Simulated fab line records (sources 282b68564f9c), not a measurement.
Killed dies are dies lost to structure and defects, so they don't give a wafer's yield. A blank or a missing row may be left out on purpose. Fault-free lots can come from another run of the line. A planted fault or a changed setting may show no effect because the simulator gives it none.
A lot that was struck, set against a sound lot    flow ritCmos    14 out of 202 route steps
Sound: these wafers, L638.1, L638.4, L638.6. Wafers struck: L643.3, L643.4, L643.6. The cause comes at the end.
At each step with rows: each side's tool, then ch and its chambers, then its first start. Under that, the readings that differ: sound wafers    struck wafers    difference of the means    sigmas: that difference in standard deviations of wafers without a fault.
alike: words and numbers the same on both sides, and readings whose means are apart by under 2 such deviations; not compared: readings that were withheld, readings missing a value for some wafer, numbers with overlapping values and no deviation given by the record, and bounds like >300 which may hide the same value.
Wherever a step has rows on one side only, a row that says differs or no value, or a row with sigmas, the two part there. Non-overlapping numbers with no deviation appear without sigmas and do not part them. Lack of a reading on every wafer of one side parts them only where that side has two or more wafers.

first, 1 step without rows for these wafers: RIT_ACTIVE_OXIDATION_01 (target thk 46.8 nm, ox time 3480 s).
RIT_ACTIVE_THK_MEAS_02:
  sound on filmMetro-04, day 3 14:03; struck on filmMetro-04, day 4 15:07
  alike: ACTIVE_OXIDE_THK
then, 1 step without rows for these wafers: RIT_ACTIVE_CVD_03 (deposits Si3N4 from SiH2Cl2/NH3, target thk 150 nm, time 1500 s).
RIT_ACTIVE_THK_MEAS_04:
  sound on filmMetro-01, day 3 15:32; struck on filmMetro-01, day 4 16:35
  alike: ACTIVE_NITRIDE_THK
then, 6 steps without rows for these wafers: RIT_ACTIVE_HMDS_05 (prime time 60 s); RIT_ACTIVE_COAT_06 (resist thk 1000 nm); RIT_ACTIVE_SOFTBAKE_07 (time 60 s); RIT_ACTIVE_EXPOSE_08 (exposes mask M1, target cd 1400 nm); RIT_ACTIVE_PEB_09; RIT_ACTIVE_DEVELOP_10 (develop time 50 s).
RIT_ACTIVE_CD_MEAS_11: target cd 1400 nm.
  sound on cdSem-01, day 3 16:26; struck on cdSem-01, day 4 17:31
  alike: cdNm
then, 1 step without rows for these wafers: RIT_ACTIVE_HARDBAKE_12 (time 60 s).
RIT_ACTIVE_ETCH_13: etches Si3N4 in SF6, stops on SiO2, time 210 s, target depth 210 nm.
  sound on rieDiel-02 ch 0,2,3, day 3 16:43; struck on rieDiel-02 ch 1,3, day 4 17:45
reading                                     sound              struck             difference  sigmas
oesProductAu (a.u.)                         0.814 0.835 0.807  0.999 0.977 0.992  +0.171      +14
runLengthS (s)                              238.9 238.7 238.3  183.0 183.9 183.4  -55.2       -99 or more
model.NOVOLAK_of_ACTIVE_COAT_06.thkNm (nm)  660.5 660.2 660    715.4 714.9 711.9  +53.8       
  alike: chamberPressureMTorr, drypumpMotorCurrentA, throttleValvePct
  not compared: rfHoursCounterH
RIT_ACTIVE_STRIP_14: strips in O2, time 180 s.
  sound on plasmaAsher-02 ch 0,1, day 3 16:51; struck on plasmaAsher-02 ch 0,1, day 4 17:56
  alike: chamberPressureMTorr, drypumpMotorCurrentA
  not compared: rfHoursCounterH

== WHERE THEY PART ==
Within this record, at RIT_ACTIVE_ETCH_13 only. Later steps at which nothing parts them and some readings are alike: RIT_ACTIVE_STRIP_14.

WHY: the cause the simulator had injected
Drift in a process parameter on rieDiel-02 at RIT_ACTIVE_ETCH_13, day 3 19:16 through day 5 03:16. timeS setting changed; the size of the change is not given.
